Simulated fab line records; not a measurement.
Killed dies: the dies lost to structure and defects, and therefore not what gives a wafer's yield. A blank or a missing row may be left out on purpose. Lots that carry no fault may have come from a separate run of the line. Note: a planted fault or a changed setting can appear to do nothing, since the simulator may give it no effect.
Which tool was responsible? | flow ritCmos | 13 lots with 39 wafers sampled at 6 steps, on a route of 202 steps

== WHAT THE GAUGES SHOWED, per wafer ==
RIT_ACTIVE_BOW_MEAS_00.
lot  | measured    | on           | INCOMING_BOW (um)
L342 | day 1 10:00 | filmMetro-02 | 5 -9 3
L343 | day 1 15:01 | filmMetro-02 | 0 8 2
L344 | day 1 20:01 | filmMetro-03 | 1 -7 -1
L345 | day 2 01:01 | filmMetro-01 | -4 -3 -10
L346 | day 2 06:02 | filmMetro-01 | -1 -3 -10
L348 | day 2 16:00 | filmMetro-01 | -2 0 0
L349 | day 2 21:00 | filmMetro-03 | 5 3 -4
L350 | day 3 02:02 | filmMetro-01 | -4 -1 4
L355 | day 4 03:00 | filmMetro-02 | -6 -4 -4
L362 | day 5 14:01 | filmMetro-01 | 0 -12 -5
L363 | day 5 19:01 | filmMetro-01 | -4 3 5
L364 | day 6 00:01 | filmMetro-02 | -10 4 -10
L365 | day 6 05:00 | filmMetro-01 | -3 2 6

RIT_PWELL_TW_MEAS_10.
lot  | measured    | on           | PWELL_TW
L342 | day 2 04:17 | filmMetro-03 | 955 954 952
L343 | day 2 08:23 | filmMetro-04 | 957 951 952
L344 | day 2 09:50 | filmMetro-03 | 958 950 953
L345 | day 2 17:29 | filmMetro-04 | 954 960 958
L346 | day 2 21:14 | filmMetro-02 | 962 963 965
L348 | day 3 05:39 | filmMetro-04 | 962 960 959
L349 | day 3 12:57 | filmMetro-03 | 957 955 956
L350 | day 3 17:06 | filmMetro-04 | 962 961 960
L355 | day 4 18:24 | filmMetro-04 | 974 970 963
L362 | day 6 08:34 | filmMetro-04 | 959 961 962
L363 | day 6 10:49 | filmMetro-03 | 953 950 945
L364 | day 6 14:51 | filmMetro-02 | 966 972 975
L365 | day 6 18:56 | filmMetro-04 | 960 969 964

RIT_PRETRO_OVL_MEAS_06.
lot  | measured    | on         | PRETRO_OVL (nm)
L342 | day 2 12:14 | overlay-02 | 2.5 0.7 1.9
L343 | day 2 17:27 | overlay-01 | -1.0 -0.6 0.0
L344 | day 2 17:57 | overlay-01 | 0.6 -0.9 0.4
L345 | day 3 02:01 | overlay-01 | -1.5 0.3 -0.9
L346 | day 3 06:23 | overlay-01 | 0.6 0.9 -0.2
L348 | day 3 14:00 | overlay-02 | 0.4 -1.8 0.0
L349 | day 3 21:04 | overlay-02 | 0.5 1.0 -2.2
L350 | day 4 01:16 | overlay-01 | 0.6 -0.3 0.0
L355 | day 5 02:41 | overlay-01 | - - -
L362 | day 6 19:01 | overlay-02 | 1.9 3.7 1.9
L363 | day 6 21:19 | overlay-02 | 2.8 1.5 -0.1
L364 | day 6 22:44 | overlay-01 | -1.2 0.4 -1.4
L365 | day 7 04:49 | overlay-02 | 1.2 0.0 1.5

RIT_PRETRO_TW_MEAS_10.
lot  | measured    | on           | PRETRO_TW
L342 | day 2 12:50 | filmMetro-02 | 479 477 478
L343 | day 2 18:04 | filmMetro-04 | 475 479 476
L344 | day 2 18:34 | filmMetro-01 | 470 471 472
L345 | day 3 02:37 | filmMetro-02 | 479 477 477
L346 | day 3 07:07 | filmMetro-01 | 474 472 473
L348 | day 3 14:37 | filmMetro-04 | 481 479 475
L349 | day 3 21:40 | filmMetro-01 | 469 471 470
L350 | day 4 01:53 | filmMetro-04 | 481 483 482
L355 | day 5 03:18 | filmMetro-04 | 30 30 30
L362 | day 6 19:44 | filmMetro-01 | 475 477 477
L363 | day 6 21:56 | filmMetro-01 | 473 475 475
L364 | day 6 23:20 | filmMetro-02 | 481 482 479
L365 | day 7 05:26 | filmMetro-02 | 477 478 481

== WHAT TOOL EACH LOT RAN ON (gives the tool, then ch and the chambers of the sampled wafers, and finally the start) ==
lot  | RIT_ACTIVE_STRIP_14                | RIT_PRETRO_EXPOSE_03
L342 | plasmaAsher-03 ch 0, day 1 15:29   | ilineStepper-01 ch 0, day 2 11:48
L343 | plasmaAsher-01 ch 0,1, day 1 23:46 | ilineStepper-02 ch 0, day 2 17:02
L344 | plasmaAsher-03 ch 0,1, day 2 01:35 | ilineStepper-02 ch 0, day 2 17:32
L345 | plasmaAsher-04 ch 0, day 2 07:01   | ilineStepper-01 ch 0, day 3 01:35
L346 | plasmaAsher-01 ch 0,1, day 2 12:18 | ilineStepper-01 ch 0, day 3 05:59
L348 | plasmaAsher-04 ch 0, day 2 21:43   | ilineStepper-02 ch 0, day 3 13:34
L349 | plasmaAsher-03 ch 0,1, day 3 02:33 | ilineStepper-02 ch 0, day 3 20:38
L350 | plasmaAsher-04 ch 0,1, day 3 09:01 | ilineStepper-02 ch 0, day 4 00:52
L355 | plasmaAsher-01 ch 0,1, day 4 08:43 | ilineStepper-02 ch 0, day 5 02:16
L362 | plasmaAsher-03 ch 0,1, day 5 21:13 | ilineStepper-02 ch 0, day 6 18:22
L363 | plasmaAsher-01 ch 0,1, day 6 03:17 | ilineStepper-01 ch 0, day 6 20:55
L364 | plasmaAsher-03 ch 0,1, day 6 05:56 | ilineStepper-01 ch 0, day 6 22:19
L365 | plasmaAsher-03 ch 0,1, day 6 09:58 | ilineStepper-01 ch 0, day 7 04:23
- RIT_ACTIVE_STRIP_14: strips in O2, time 180 s.
- RIT_PRETRO_EXPOSE_03: exposes mask M5, target cd 43700 nm.

== AS READ BY THE TOOLS THEMSELVES (means over the sampled wafers that have a number; for cases with no such wafer, the mark the record gives instead) ==
RIT_ACTIVE_STRIP_14.
lot  | tool           | drypumpMotorCurrentA (A) | o2FlowSccm (sccm) | rfReflPowerW (W)
L342 | plasmaAsher-03 | 6.0                      | 4001              | 9.2
L343 | plasmaAsher-01 | 5.1                      | 4008              | 7.4
L344 | plasmaAsher-03 | 5.8                      | 3994              | 8.9
L345 | plasmaAsher-04 | 5.8                      | 4012              | 5.7
L346 | plasmaAsher-01 | 5.2                      | 4000              | 8.2
L348 | plasmaAsher-04 | 5.8                      | 3989              | 5.5
L349 | plasmaAsher-03 | 5.9                      | 4006              | 9.2
L350 | plasmaAsher-04 | 6.0                      | 4000              | 5.4
L355 | plasmaAsher-01 | 5.2                      | 4005              | 8.4
L362 | plasmaAsher-03 | 5.8                      | 4017              | 8.6
L363 | plasmaAsher-01 | 5.2                      | 4001              | 7.9
L364 | plasmaAsher-03 | 5.7                      | 3992              | 8.8
L365 | plasmaAsher-03 | 5.8                      | 3993              | 8.8

== THE ANSWER, worked out from the rows above alone ==
Rule: what is usual is taken from the lots themselves. The widest of any qualifying gaps counts: lots, ordered by their means at a reading, are off when they make up no more than a third of the lots, leave a main group of 4 or more, and stand apart from it by 3 or more times the standard deviation of that group's means. Not used: any main group whose means are identical at the precision the tables above print for the reading. Also off: a lot with no number at a reading for which 4 or more lots have one. Where the step has rows for the other lots, those lots are counted as sound. The gauges are gone through in route order, then the tools' own readings, and for those a lot's mean is taken as printed above. At the first step where some lot is off, the reading lying furthest off is the one used; lots without a number count as furthest.
Off: L355, at RIT_PRETRO_OVL_MEAS_06 (PRETRO_OVL). Without a number there: L355. The main group: mean 0.4 nm, standard deviation 1.
If a tool, at a process step before that reading, ran all the lots that are off and no sound lot after the first of them, it fits. Not tried: the gauges at RIT_PRETRO_OVL_MEAS_06; whatever is off there is also off at RIT_PRETRO_TW_MEAS_10, on other tools, and gauge error can't account for it. None of those tried fits.

== WHAT THE SIMULATOR PUT IN ==
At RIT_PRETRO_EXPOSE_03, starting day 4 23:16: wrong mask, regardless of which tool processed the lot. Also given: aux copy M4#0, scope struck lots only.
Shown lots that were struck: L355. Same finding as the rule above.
